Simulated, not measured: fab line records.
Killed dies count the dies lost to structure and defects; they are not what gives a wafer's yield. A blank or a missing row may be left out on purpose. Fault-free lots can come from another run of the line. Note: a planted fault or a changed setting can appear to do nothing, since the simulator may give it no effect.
What tool caused it? -- flow berkeleyCmos170 -- 45 wafers from 15 lots sampled at 5 of the route's 331 steps

WHAT THE GAUGES SHOWED, per wafer
UCB170_PLDD_CD_MEAS_06: the cd target is 1200 nm. Usual: 1199.9 nm for cdNm, sd 1.3.
lot,measured,on,cdNm (nm),flag
L439,day 6 00:07,cdSem-01,1202.1 1198.7 1199.2,
L440,day 6 07:25,cdSem-02,1199.8 1198.4 1199.8,
L443,day 7 02:14,cdSem-02,1200.1 1199.5 1199.5,
L446,day 7 14:47,cdSem-01,1201.6 1200.7 1202.6,
L445,day 7 15:32,cdSem-01,1198.9 1200.1 1199.8,
L447,day 7 22:53,cdSem-02,1197.3 1200.0 1198.3,
L449,day 8 05:44,cdSem-01,1198.8 1199.0 1200.2,
L448,day 8 06:03,cdSem-01,1198.8 1200.0 1199.8,
L454,day 9 09:44,cdSem-01,1199.5 1200.1 1200.1,
L455,day 9 18:53,cdSem-02,1199.7 1200.8 1198.5,
L456,day 9 18:58,cdSem-01,1198.7 1199.9 1198.7,
L458,day 9 23:20,cdSem-02,1198.6 1200.2 1198.9,
L460,day 10 23:44,cdSem-02,1198.8 1200.8 1201.2,
L462,day 10 23:56,cdSem-02,1197.6 1197.7 1196.7,
L461,day 11 00:11,cdSem-02,1200.7 1200.1 1200.3,

UCB170_NLDD_CD_MEAS_06: the cd target is 1200 nm. Usual: 1199.8 nm for cdNm, sd 1.6.
lot,measured,on,cdNm (nm),flag
L439,day 6 05:13,cdSem-02,1200.0 1199.0 1197.9,
L440,day 6 09:23,cdSem-02,1201.5 1201.3 1202.5,
L443,day 7 04:46,cdSem-01,1197.8 1198.3 1199.3,
L446,day 7 16:25,cdSem-02,1199.1 1200.5 1199.0,
L445,day 7 17:28,cdSem-01,1198.7 1198.1 1198.0,
L447,day 8 00:56,cdSem-01,1199.5 1201.1 1200.2,
L449,day 8 09:16,cdSem-01,1199.7 1199.3 1200.3,
L448,day 8 09:31,cdSem-01,1202.5 1201.0 1200.7,
L454,day 9 11:55,cdSem-02,1196.8 1196.8 1197.0,
L455,day 9 20:38,cdSem-02,1199.8 1199.0 1198.3,
L456,day 9 20:44,cdSem-01,1200.0 1198.5 1200.7,
L458,day 10 02:16,cdSem-01,1203.1 1202.6 1202.1,
L460,day 11 01:28,cdSem-01,1200.7 1201.5 1200.8,
L462,day 11 01:43,cdSem-02,1197.3 1199.4 1199.4,
L461,day 11 01:59,cdSem-01,1200.4 1200.6 1200.8,

UCB170_PSD_OVL_MEAS_07. Usual: PSD_OVL 3 nm, standard deviation 5.8.
lot,measured,on,PSD_OVL (nm),flag
L439,day 6 11:59,overlay-02,6 9 10,
L440,day 6 15:36,overlay-02,9 6 8,
L443,day 7 11:58,overlay-01,-2 -2 1,
L446,day 7 22:17,overlay-02,1 -2 4,
L445,day 7 22:25,overlay-01,1 -1 1,
L447,day 8 07:31,overlay-02,-5 -4 -5,
L449,day 8 15:32,overlay-01,0 8 4,
L448,day 8 15:28,overlay-02,6 7 4,
L454,day 9 17:07,overlay-02,-5 -4 1,
L455,day 10 03:40,overlay-01,2 1 -7,
L456,day 10 03:26,overlay-02,6 7 4,
L458,day 10 07:26,overlay-02,13 7 6,
L460,day 11 11:04,overlay-02,-16 -3 -12,
L462,day 11 11:20,overlay-01,18 3 4,
L461,day 11 11:38,overlay-01,-1 3 3,

UCB170_SDANNEAL_RS_MEAS_04: the measuring method here is four-point-probe. Usual: PLDD_RS 1032.3 ohm/sq, standard deviation 3.
lot,measured,on,PLDD_RS (ohm/sq),flag
L439,day 6 15:19,filmMetro-04,1032.2 1027.2 1029.9,
L440,day 6 18:44,filmMetro-04,1035.3 1034.9 1037.0,
L443,day 7 15:52,filmMetro-03,1032.8 1029.0 1031.2,
L446,day 8 02:34,filmMetro-03,1030.3 1034.0 1030.6,
L445,day 8 02:23,filmMetro-04,1026.7 1030.2 1028.1,
L447,day 8 11:20,filmMetro-04,1085.0 1070.8 1053.5,OFF
L449,day 8 19:09,filmMetro-01,1122.4 1118.7 1106.7,OFF
L448,day 8 18:54,filmMetro-04,1081.7 1067.4 1043.0,OFF
L454,day 9 20:32,filmMetro-03,1029.5 1029.7 1029.5,
L455,day 10 12:23,filmMetro-01,1031.4 1032.3 1030.5,
L456,day 10 12:16,filmMetro-04,1038.5 1036.8 1037.5,
L458,day 10 13:16,filmMetro-04,1034.1 1036.8 1035.3,
L460,day 11 16:47,filmMetro-03,1029.2 1027.9 1028.0,
L462,day 11 17:01,filmMetro-04,1034.7 1035.7 1032.7,
L461,day 11 17:16,filmMetro-03,1030.8 1030.8 1032.1,

WHICH TOOL RAN EACH LOT (tool, then ch and the chambers of the sampled wafers, then the start)
lot,UCB170_SPACER_ANNEAL_02
L439,"furnace-03 ch 0, day 6 09:25"
L440,"furnace-01 ch 0, day 6 13:04"
L443,"furnace-01 ch 0, day 7 09:08"
L446,"furnace-03 ch 0, day 7 19:13"
L445,"furnace-03 ch 0, day 7 19:13"
L447,"furnace-01 ch 0, day 8 04:58"
L449,"furnace-01 ch 0, day 8 12:43"
L448,"furnace-01 ch 0, day 8 12:43"
L454,"furnace-03 ch 0, day 9 13:47"
L455,"furnace-02 ch 0, day 10 00:25"
L456,"furnace-02 ch 0, day 10 00:25"
L458,"furnace-02 ch 0, day 10 03:25"
L460,"furnace-01 ch 0, day 11 07:47"
L462,"furnace-01 ch 0, day 11 07:47"
L461,"furnace-01 ch 0, day 11 07:47"
- UCB170_SPACER_ANNEAL_02: time 1800 s.

AS READ BY THE TOOLS THEMSELVES (means over the sampled wafers that have a number; for cases with no such wafer, the mark the record gives instead)
UCB170_SPACER_ANNEAL_02. Usual: spikeTcCentreC 901.6 C, standard deviation 1.2; zonePowerCentrePct 44 %, standard deviation 3.1; zonePowerLoadPct 25.5 %, standard deviation 0.41.
lot,tool,spikeTcCentreC (C),zonePowerCentrePct (%),zonePowerLoadPct (%),flag
L439,furnace-03,902.7,48,25.0,
L440,furnace-01,900.9,42,25.8,
L443,furnace-01,901.7,42,25.8,
L446,furnace-03,902.5,49,25.4,
L445,furnace-03,902.7,49,25.4,
L447,furnace-01,865.5,27,27.9,OFF
L449,furnace-01,865.2,28,28.1,OFF
L448,furnace-01,865.9,27,28.2,OFF
L454,furnace-03,900.8,48,25.5,
L455,furnace-02,903.5,41,25.1,
L456,furnace-02,901.6,41,25.2,
L458,furnace-02,902.4,41,25.0,
L460,furnace-01,901.2,42,26.1,
L462,furnace-01,901.4,42,25.8,
L461,furnace-01,900.8,43,26.1,

THE ANSWER, worked out from the rows above alone
Rule: lot off if the mean of its wafers having a number is beyond 3 standard deviations from the usual mean. A lot without any number at a reading at which 4 lots or more have one is off too. Where the step has rows for the other lots, those lots are counted as sound. Order of review: gauges by route order, followed by the tools' own readings, for which a lot's mean as printed above is used. At the first step where some lot is off, the reading lying furthest off is the one used; lots without a number count as furthest.
Off: at UCB170_SDANNEAL_RS_MEAS_04 (PLDD_RS), L447, L449, L448.
If a tool, at a process step before that reading, ran all the lots that are off and no sound lot after the first of them, it fits. The gauges at UCB170_SDANNEAL_RS_MEAS_04 aren't tried: what is off there is off at UCB170_SPACER_ANNEAL_02 too, on other tools, and a gauge's error can't cause that. Of those tried, none fits.

WHAT THE SIMULATOR PUT IN
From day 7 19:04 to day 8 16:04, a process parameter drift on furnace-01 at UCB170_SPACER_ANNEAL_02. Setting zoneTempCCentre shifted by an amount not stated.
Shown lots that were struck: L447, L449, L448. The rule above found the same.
